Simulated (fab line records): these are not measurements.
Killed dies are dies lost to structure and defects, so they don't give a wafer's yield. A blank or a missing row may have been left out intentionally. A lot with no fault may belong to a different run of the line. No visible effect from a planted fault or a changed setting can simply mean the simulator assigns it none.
fab line records	flow rit-cmos
[record] lots = 14	wafers = 42	last-day = 8
route steps=202 shown PRETRO@70 NLDD@111 M1@184
lots that met no fault: taken from a fault-free run of the same line
start-h: start of the lot's first displayed wafer, in hours after the record's first day	wait-h: how many hours have passed since the lot's step before this one	" as in the row above	L1.1+2: several wafers, shown together as one row	- value missing, or start not given	* or withheld: withheld	< > ~ a bound
route shown NAME@n: a module of which the file shows steps, and the number in the route of the first	usual: average and standard deviation across the fault-free wafers	same: alike in all rows	chamber/n: place in a boat	sites: readings site by site	_std_site: their standard deviation	_edge_site: outer sites' mean less inner sites'	radius-mm: how far each site lies from the wafer's centre	mask NAME#n: copy n	behind: the tool/chamber that last shaped the wafer	hold: the reason the lot was held/the length of the hold in hours/how it ended	device: whichever transistor did not switch (one of n, p or np)	end of line: tests run on the same wafers once the route is complete	a step given without rows: its recipe and nothing more	killed: at the first sort, the dies lost to defects and structure; wafer yield is something else	map: per-die view of a wafer (x killed, . not killed, _ where there is no die)
set.NAME: the setting that was run; set.NAME@STEP: the one run at that earlier step	model.NAME: the simulator's own value behind a step, which no gauge read
one table for each step of the route and one row for each wafer, over a sample of lots
services: from which hour (start-h, from the record's first day; less than 0 if before it) a tool's chamber was out of use, for how many hours, and why
[[steps]]
[step RIT_PRETRO_OVL_MEAS_06]
[usual] PRETRO_OVL = -0.5/1.1
lot.wafer	tool	chamber	start-h	wait-h	PRETRO_OVL[nm]
L665.2	overlay-02	-	32.81	-	-3.6
L665.4	"	-	"	"	-1.7
L665.6	"	-	"	"	-2.8
L666.1	overlay-02	-	37.70	-	-0.7
L666.4	"	-	"	"	-0.3
L666.6	"	-	"	"	-0.9
L667.1	overlay-01	-	41.19	-	1.1
L667.5	"	-	"	"	0.0
L667.6	"	-	"	"	0.1
L668.1	overlay-01	-	45.84	-	0.2
L668.2	"	-	"	"	-0.2
L668.3	"	-	"	"	0.4
L669.1	overlay-01	-	59.17	-	-0.5
L669.3	"	-	"	"	-0.7
L669.5	"	-	"	"	-1.2
L670.1	overlay-02	-	64.34	-	1.7
L670.2	"	-	"	"	1.2
L670.4	"	-	"	"	-0.2
L671.2	overlay-02	-	70.84	-	-1.6
L671.3	"	-	"	"	-0.9
L671.5	"	-	"	"	0.2
L679.3	overlay-01	-	103.63	-	-1.0
L679.4	"	-	"	"	0.4
L679.5	"	-	"	"	0.3
L680.1	overlay-01	-	108.37	-	-2.8
L680.5	"	-	"	"	-3.4
L680.6	"	-	"	"	-2.8
L681.2	overlay-01	-	113.55	-	-0.9
L681.4	"	-	"	"	1.2
L681.5	"	-	"	"	-0.7
L682.1	overlay-02	-	118.95	-	-0.2
L682.3	"	-	"	"	0.2
L682.4	"	-	"	"	-0.2
L684.1	overlay-01	-	129.40	-	0.0
L684.4	"	-	"	"	0.3
L684.6	"	-	"	"	-1.2
L687.3	overlay-01	-	142.08	-	0.1
L687.4	"	-	"	"	-0.7
L687.5	"	-	"	"	-1.9
L688.2	overlay-01	-	148.54	-	-0.9
L688.5	"	-	"	"	-0.1
L688.6	"	-	"	"	0.3
[step RIT_NLDD_IMPLANT_08]
[recipe] species = P	energy-kev = 20	dose-cm2 = 5e+14	tilt-deg = 7
lot.wafer	tool	chamber	start-h	wait-h
L665.2+4+6	implanter-01	0	49.69	0.1
L666.1+4+6	implanter-04	0	49.94	0.1
L667.1+5+6	implanter-04	0	63.28	0.1
L668.1+2+3	implanter-02	0	63.53	0.1
L669.1+3+5	implanter-01	0	73.51	0.1
L670.1+2+4	implanter-01	0	79.25	0.1
L671.2+3+5	implanter-01	0	85.79	0.1
L679.3+4+5	implanter-01	0	114.60	0.1
L680.1+5+6	implanter-01	0	121.31	0.1
L681.2+4+5	implanter-02	0	125.01	0.1
L682.1+3+4	implanter-04	0	130.70	0.1
L684.1+4+6	implanter-04	0	141.19	0.1
L687.3+4+5	implanter-02	0	160.76	0.1
L688.2+5+6	implanter-02	0	164.59	0.1
[step RIT_NLDD_TW_MEAS_10]
[usual] NLDD_TW = 2497/17
lot.wafer	tool	chamber	start-h	wait-h	hold	NLDD_TW
L665.2	film-metro-04	-	50.00	0.1	-	2487
L665.4	"	-	"	"	-	2484
L665.6	"	-	"	"	-	2481
L666.1	film-metro-01	-	50.26	0.1	-	2524
L666.4	"	-	"	"	-	2527
L666.6	"	-	"	"	-	2514
L667.1	film-metro-04	-	63.61	0.1	-	2493
L667.5	"	-	"	"	-	2491
L667.6	"	-	"	"	-	2495
L668.1	film-metro-03	-	63.85	0.1	-	2491
L668.2	"	-	"	"	-	2485
L668.3	"	-	"	"	-	2487
L669.1	film-metro-03	-	73.84	0.1	-	2506
L669.3	"	-	"	"	-	2491
L669.5	"	-	"	"	-	2489
L670.1	film-metro-01	-	79.58	0.1	-	2526
L670.2	"	-	"	"	-	2513
L670.4	"	-	"	"	-	2506
L671.2	film-metro-03	-	86.10	0.1	-	2500
L671.3	"	-	"	"	-	2501
L671.5	"	-	"	"	-	2496
L679.3	film-metro-03	-	114.90	0.1	await-dispo/0.2h/release	2404
L679.4	"	-	"	"	await-dispo/0.2h/release	2410
L679.5	"	-	"	"	await-dispo/0.2h/release	2474
L679.3	film-metro-03	-	115.13	0.2	-	2405
L679.4	"	-	"	"	-	2413
L679.5	"	-	"	"	-	2468
L680.1	film-metro-03	-	121.64	0.1	await-dispo/0.2h/release	2461
L680.5	"	-	"	"	await-dispo/0.2h/release	2497
L680.6	"	-	"	"	await-dispo/0.2h/release	2468
L680.1	film-metro-03	-	121.86	0.2	-	2454
L680.5	"	-	"	"	-	2500
L680.6	"	-	"	"	-	2461
L681.2	film-metro-04	-	125.32	0.1	-	2491
L681.4	"	-	"	"	-	2490
L681.5	"	-	"	"	-	2486
L682.1	film-metro-03	-	131.02	0.1	-	2504
L682.3	"	-	"	"	-	2500
L682.4	"	-	"	"	-	2494
L684.1	film-metro-03	-	141.52	0.1	-	2493
L684.4	"	-	"	"	-	2509
L684.6	"	-	"	"	-	2493
L687.3	film-metro-01	-	161.06	0.1	-	2523
L687.4	"	-	"	"	-	2511
L687.5	"	-	"	"	-	2529
L688.2	film-metro-01	-	164.90	0.1	-	2519
L688.5	"	-	"	"	-	2524
L688.6	"	-	"	"	-	2496
[step RIT_M1_SPUTTER_00]
[recipe] material = Al	target-thk-nm = 400	power-w = 2000	chamber-pressure-pa = 0.4	gas = Ar	time-s = 500	substrate-temp-c = 25
[usual] cathode-dc-power-W = 2000.0/0.38	throttle-valve-pct = 30.7/1.2
lot.wafer	tool	chamber	start-h	wait-h	cathode-dc-power-W	throttle-valve-pct
L665.2	pvd-sputter-03	-	61.03	0.0	2000.5	27.9
L665.4	"	-	"	"	1999.7	30.8
L665.6	"	-	"	"	2000.4	28.1
L666.1	pvd-sputter-04	-	61.97	0.0	1999.1	29.8
L666.4	"	-	"	"	1999.9	29.8
L666.6	"	-	"	"	1999.8	30.1
L667.1	pvd-sputter-03	-	74.53	0.0	1999.9	30.7
L667.5	"	-	"	"	1999.8	32.1
L667.6	"	-	"	"	1999.9	28.1
L668.1	pvd-sputter-04	-	76.39	0.0	1999.7	29.9
L668.2	"	-	"	"	1999.9	31.9
L668.3	"	-	"	"	1999.8	30.3
L669.1	pvd-sputter-03	-	84.86	0.0	2000.5	30.8
L669.3	"	-	"	"	2000.3	30.9
L669.5	"	-	"	"	2000.0	30.7
L670.1	pvd-sputter-04	-	90.76	0.0	1999.7	30.2
L670.2	"	-	"	"	2000.4	29.9
L670.4	"	-	"	"	2000.0	31.9
L671.2	pvd-sputter-03	-	97.82	0.0	2000.1	30.7
L671.3	"	-	"	"	1999.5	28.1
L671.5	"	-	"	"	2000.4	28.1
L679.3	pvd-sputter-01	-	130.36	0.0	1999.7	31.7
L679.4	"	-	"	"	2000.5	29.8
L679.5	"	-	"	"	1999.2	31.0
L681.2	pvd-sputter-03	-	136.22	0.0	2000.4	30.9
L681.4	"	-	"	"	2000.0	28.3
L681.5	"	-	"	"	2000.2	30.8
L680.1	pvd-sputter-03	-	136.51	0.1	2000.3	32.3
L680.5	"	-	"	"	2000.4	31.0
L680.6	"	-	"	"	1999.4	30.6
L682.1	pvd-sputter-03	-	142.10	0.0	1999.8	30.6
L682.3	"	-	"	"	1999.9	31.9
L682.4	"	-	"	"	2000.1	28.3
L684.1	pvd-sputter-03	-	158.87	0.0	2000.4	32.2
L684.4	"	-	"	"	2000.4	30.6
L684.6	"	-	"	"	1999.8	32.1
L687.3	pvd-sputter-01	-	172.61	0.0	1999.4	31.2
L687.4	"	-	"	"	1999.8	31.3
L687.5	"	-	"	"	1999.8	31.2
L688.2	pvd-sputter-01	-	177.44	0.0	2000.3	29.8
L688.5	"	-	"	"	2000.0	31.6
L688.6	"	-	"	"	1999.5	31.5
[step RIT_M1_THK_MEAS_02]
[recipe] thk-meas-gauge = xrf	reads = Al_of_M1_SPUTTER_00
[usual] M1_AL_THK = 400/5
lot.wafer	tool	chamber	start-h	wait-h	M1_AL_THK[nm]
L665.2	film-metro-01	-	61.45	0.1	393
L665.4	"	-	"	"	399
L665.6	"	-	"	"	391
L666.1	film-metro-04	-	62.38	0.1	406
L666.4	"	-	"	"	406
L666.6	"	-	"	"	404
L667.1	film-metro-04	-	74.94	0.1	394
L667.5	"	-	"	"	399
L667.6	"	-	"	"	389
L668.1	film-metro-03	-	76.80	0.1	410
L668.2	"	-	"	"	399
L668.3	"	-	"	"	410
L669.1	film-metro-01	-	85.27	0.1	406
L669.3	"	-	"	"	401
L669.5	"	-	"	"	404
L670.1	film-metro-01	-	91.17	0.1	408
L670.2	"	-	"	"	407
L670.4	"	-	"	"	402
L671.2	film-metro-01	-	98.24	0.1	396
L671.3	"	-	"	"	391
L671.5	"	-	"	"	393
L679.3	film-metro-01	-	130.80	0.1	401
L679.4	"	-	"	"	402
L679.5	"	-	"	"	404
L681.2	film-metro-03	-	136.64	0.1	396
L681.4	"	-	"	"	393
L681.5	"	-	"	"	395
L680.1	film-metro-03	-	136.93	0.1	405
L680.5	"	-	"	"	396
L680.6	"	-	"	"	399
L682.1	film-metro-03	-	142.51	0.1	399
L682.3	"	-	"	"	402
L682.4	"	-	"	"	395
L684.1	film-metro-03	-	159.28	0.1	400
L684.4	"	-	"	"	399
L684.6	"	-	"	"	400
L687.3	film-metro-01	-	173.05	0.1	409
L687.4	"	-	"	"	400
L687.5	"	-	"	"	409
L688.2	film-metro-03	-	177.87	0.1	396
L688.5	"	-	"	"	397
L688.6	"	-	"	"	402
[step RIT_M1_PROBE_99]
[usual] killed-at-contacts = 0.0/0.2	killed-at-front-end = 6.8/3	killed-dies = 6.9/3	killed-on-rim = 1.9/1.5	killed-open = 3.3/1.9	killed-short = 3.6/1.9
[same] gross-dies = 264	killed_at_M0_to_M3 = 0	killed_at_M4_up = 0	killed-at-back-side = 0	killed-at-other = 0
lot.wafer	tool	chamber	start-h	wait-h	killed-at-contacts	killed-at-front-end	killed-dies	killed-on-rim	killed-open	killed-short
L665.2	prober-02	-	65.14	0.1	0	3	3	0	1	2
L665.4	prober-02	-	65.24	0.2	0	0	0	0	0	0
L665.6	prober-02	-	65.34	0.2	0	5	5	2	3	2
L666.1	prober-01	-	66.59	0.1	0	1	1	0	0	1
L666.4	prober-01	-	66.74	0.2	0	5	5	1	3	2
L666.6	prober-01	-	66.84	0.2	0	4	4	0	1	3
L667.1	prober-02	-	78.70	0.1	0	7	7	2	2	5
L667.5	prober-02	-	78.90	0.2	0	4	4	1	0	4
L667.6	prober-02	-	78.95	0.2	0	6	6	2	3	3
L668.1	prober-01	-	80.70	0.1	0	8	8	0	4	4
L668.2	prober-01	-	80.75	0.1	0	6	6	3	3	3
L668.3	prober-01	-	80.80	0.2	0	8	8	4	1	7
L669.1	prober-02	-	89.00	0.1	0	6	6	1	2	4
L669.3	prober-02	-	89.10	0.2	0	6	6	2	3	3
L669.5	prober-02	-	89.20	0.2	0	3	3	1	2	1
L670.1	prober-01	-	94.95	0.1	0	10	10	3	7	3
L670.2	prober-01	-	95.00	0.1	0	8	8	2	3	5
L670.4	prober-01	-	95.10	0.2	0	5	5	1	1	4
L671.2	prober-02	-	102.20	0.1	0	2	2	0	0	2
L671.3	prober-02	-	102.25	0.2	0	2	2	1	1	1
L671.5	prober-02	-	102.35	0.2	0	4	4	0	2	2
L679.3	prober-02	-	134.51	0.2	0	5	5	2	1	4
L679.4	prober-02	-	134.56	0.2	0	7	7	3	5	2
L679.5	prober-02	-	134.61	0.2	0	4	4	0	2	2
L681.2	prober-02	-	140.30	0.1	1	8	9	3	5	4
L681.4	prober-02	-	140.40	0.2	0	8	8	1	3	5
L681.5	prober-02	-	140.45	0.2	0	6	6	3	5	1
L680.1	prober-01	-	140.54	0.1	0	9	9	2	5	4
L680.5	prober-01	-	140.74	0.2	0	3	3	0	3	0
L680.6	prober-01	-	140.79	0.2	0	11	11	5	4	7
L682.1	prober-01	-	146.11	0.1	0	9	9	2	5	4
L682.3	prober-01	-	146.21	0.2	0	6	6	2	3	3
L682.4	prober-01	-	146.26	0.2	0	7	7	0	3	4
L684.1	prober-01	-	163.09	0.1	0	6	6	2	2	4
L684.4	prober-01	-	163.24	0.2	0	3	3	1	0	3
L684.6	prober-01	-	163.34	0.2	0	7	7	0	1	6
L687.3	prober-02	-	176.73	0.2	0	6	6	1	5	1
L687.4	prober-02	-	176.78	0.2	0	2	2	0	1	1
L687.5	prober-02	-	176.83	0.2	0	9	9	3	5	4
L688.2	prober-02	-	182.13	0.1	0	3	3	1	2	1
L688.5	prober-02	-	182.28	0.2	0	5	5	1	1	4
L688.6	prober-02	-	182.33	0.2	0	7	7	1	4	3
// killed by level:class
L665.2 FOX2:geometric-particle:open=1 GATE:geometric-particle:short=1 REOX:geometric-particle:short=1
L665.6 FOX2:geometric-particle:open=2 GATE:geometric-particle:short=1 REOX:geometric-particle:short=1 REOX:geometric-particle:open=1
L666.1 REOX:geometric-particle:short=1
L666.4 FOX2:geometric-particle:open=1 GATE:geometric-particle:open=1 GATE:geometric-particle:short=1 SILICIDE:geometric-particle:open=1 SILICIDE:geometric-particle:short=1
L666.6 SPACER:geometric-particle:short=2 GATE:geometric-particle:short=1 GATE:geometric-particle:open=1
L667.1 GATE:geometric-particle:short=4 REOX:geometric-particle:open=1 SPACER:geometric-particle:short=1 SILICIDE:geometric-particle:open=1
L667.5 SPACER:geometric-particle:short=2 FOX2:geometric-particle:short=1 REOX:geometric-particle:short=1
L667.6 GATE:geometric-particle:open=3 SPACER:geometric-particle:short=2 GATE:geometric-particle:short=1
L668.1 GATE:geometric-particle:short=3 GATE:geometric-particle:open=2 SILICIDE:geometric-particle:open=2 FOX1:geometric-particle:short=1
L668.2 GATE:geometric-particle:short=2 SILICIDE:geometric-particle:open=2 GATE:geometric-particle:open=1 SILICIDE:geometric-particle:short=1
L668.3 FOX1:geometric-particle:short=4 SILICIDE:geometric-particle:short=2 GATE:geometric-particle:open=1 SPACER:geometric-particle:short=1
L669.1 GATE:geometric-particle:short=2 FOX1:geometric-particle:open=1 FOX1:geometric-particle:short=1 GATE:geometric-particle:open=1 SILICIDE:geometric-particle:short=1
L669.3 SILICIDE:geometric-particle:short=2 FOX1:geometric-particle:open=1 REOX:geometric-particle:open=1 SPACER:geometric-particle:short=1 SILICIDE:geometric-particle:open=1
L669.5 FOX1:geometric-particle:open=1 GATE:geometric-particle:open=1 GATE:geometric-particle:short=1
L670.1 GATE:geometric-particle:open=6 GATE:geometric-particle:short=2 FOX2:geometric-particle:short=1 SILICIDE:geometric-particle:open=1
L670.2 GATE:geometric-particle:short=2 GATE:geometric-particle:open=2 FOX1:geometric-particle:short=1 SPACER:geometric-particle:short=1 SILICIDE:geometric-particle:open=1 SILICIDE:geometric-particle:short=1
L670.4 FOX1:geometric-particle:short=1 GATE:geometric-particle:open=1 GATE:geometric-particle:short=1 REOX:geometric-particle:short=1 SPACER:geometric-particle:short=1
L671.2 FOX2:geometric-particle:short=1 SILICIDE:geometric-particle:short=1
L671.3 FOX2:geometric-particle:open=1 GATE:geometric-particle:short=1
L671.5 REOX:geometric-particle:short=2 GATE:geometric-particle:open=1 REOX:geometric-particle:open=1
L679.3 FOX2:geometric-particle:short=3 REOX:geometric-particle:short=1 REOX:geometric-particle:open=1
L679.4 REOX:geometric-particle:open=2 FOX2:geometric-particle:open=1 REOX:geometric-particle:short=1 SPACER:geometric-particle:open=1 SPACER:geometric-particle:short=1 SILICIDE:geometric-particle:open=1
L679.5 FOX1:geometric-particle:short=1 FOX2:geometric-particle:short=1 SPACER:geometric-particle:open=1 SILICIDE:geometric-particle:open=1
L681.2 SPACER:geometric-particle:open=3 GATE:geometric-particle:short=2 REOX:geometric-particle:open=1 REOX:geometric-particle:short=1 SPACER:geometric-particle:short=1 CONTACT:geometric-particle:open=1
L681.4 GATE:geometric-particle:short=2 SPACER:geometric-particle:open=2 FOX1:geometric-particle:short=1 GATE:geometric-particle:open=1 SILICIDE:geometric-particle:short=1 SPACER:geometric-particle:short=1
L681.5 GATE:geometric-particle:open=2 REOX:geometric-particle:open=2 REOX:geometric-particle:short=1 SILICIDE:geometric-particle:open=1
L680.1 FOX2:geometric-particle:open=3 FOX2:geometric-particle:short=1 GATE:geometric-particle:short=1 REOX:geometric-particle:short=1 REOX:geometric-particle:open=1 SPACER:geometric-particle:short=1 SPACER:geometric-particle:open=1
L680.5 SILICIDE:geometric-particle:open=2 GATE:geometric-particle:open=1
L680.6 GATE:geometric-particle:short=4 FOX2:geometric-particle:short=2 GATE:geometric-particle:open=2 FOX1:geometric-particle:open=1 FOX2:geometric-particle:open=1 SILICIDE:geometric-particle:short=1
L682.1 GATE:geometric-particle:short=2 GATE:geometric-particle:open=2 FOX1:geometric-particle:short=1 FOX1:geometric-particle:open=1 REOX:geometric-particle:open=1 SPACER:geometric-particle:short=1 SPACER:geometric-particle:open=1
L682.3 REOX:geometric-particle:open=2 GATE:geometric-particle:short=1 REOX:geometric-particle:short=1 SPACER:geometric-particle:open=1 SPACER:geometric-particle:short=1
L682.4 GATE:geometric-particle:short=3 REOX:geometric-particle:open=2 FOX1:geometric-particle:short=1 SPACER:geometric-particle:open=1
L684.1 FOX2:geometric-particle:short=1 GATE:geometric-particle:short=1 GATE:geometric-particle:open=1 REOX:geometric-particle:short=1 SILICIDE:geometric-particle:open=1 SILICIDE:geometric-particle:short=1
L684.4 GATE:geometric-particle:short=3
L684.6 REOX:geometric-particle:short=2 SPACER:geometric-particle:short=2 GATE:geometric-particle:short=1 SILICIDE:geometric-particle:short=1 SILICIDE:geometric-particle:open=1
L687.3 REOX:geometric-particle:open=2 SPACER:geometric-particle:open=2 GATE:geometric-particle:open=1 SILICIDE:geometric-particle:short=1
L687.4 FOX1:geometric-particle:open=1 GATE:geometric-particle:short=1
L687.5 REOX:geometric-particle:open=2 FOX1:geometric-particle:open=1 FOX2:geometric-particle:short=1 GATE:geometric-particle:open=1 GATE:geometric-particle:short=1 REOX:geometric-particle:short=1 SPACER:geometric-particle:short=1 SILICIDE:geometric-particle:open=1
L688.2 REOX:geometric-particle:open=2 REOX:geometric-particle:short=1
L688.5 GATE:geometric-particle:short=2 ACTIVE:geometric-particle:short=1 GATE:geometric-particle:open=1 SILICIDE:geometric-particle:short=1
L688.6 SILICIDE:geometric-particle:open=2 FOX1:geometric-particle:short=1 REOX:geometric-particle:open=1 REOX:geometric-particle:short=1 SPACER:geometric-particle:open=1 SILICIDE:geometric-particle:short=1
[[services]]
tool	chamber	start-h	hours	kind
implanter-04	-	26.75	3.9	pm
implanter-01	-	28.80	3.3	pm
pvd-sputter-03	-	41.31	1.3	repair
pvd-sputter-01	-	81.71	6.1	repair
implanter-02	-	107.07	6.0	repair
pvd-sputter-04	-	108.97	38.8	repair
implanter-04	-	144.61	3.6	repair
implanter-02	-	145.78	10.3	pm
implanter-04	-	159.60	2.5	repair
[[key]]
[first-sign] step = RIT_NLDD_TW_MEAS_10	reading = visit	direction = added
[effect] step = RIT_NLDD_TW_MEAS_10	reading = NLDD_TW	direction = down	sigmas = 2.7	usual = 2497	struck = 2452	wafers-moved = 2
met-at RIT_NLDD_IMPLANT_08
struck-lots L679,L680
tester-left-out L679,L680
not-acting-at RIT_PRETRO_OVL_MEAS_06,RIT_M1_SPUTTER_00,RIT_M1_THK_MEAS_02
onset-between 85.79 114.60
[fault] kind = process-parameter-drift	tool = implanter-01	chamber = -	onset-h = 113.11	steps = RIT_NLDD_IMPLANT_08	channel = tilt-deg	offset = -4	spread-by-wafer = 0.3	shape = step	end-h = 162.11	acts-in = these-recipes-only	stated = 7
// tester-left-out: of these lots the tester's yield and bins aren't shown, on N5 and GAA mostly nor the transistor test; their killed dies are dies lost to structure and defects alone, not to doping, threshold or leakage, so they don't give the yield
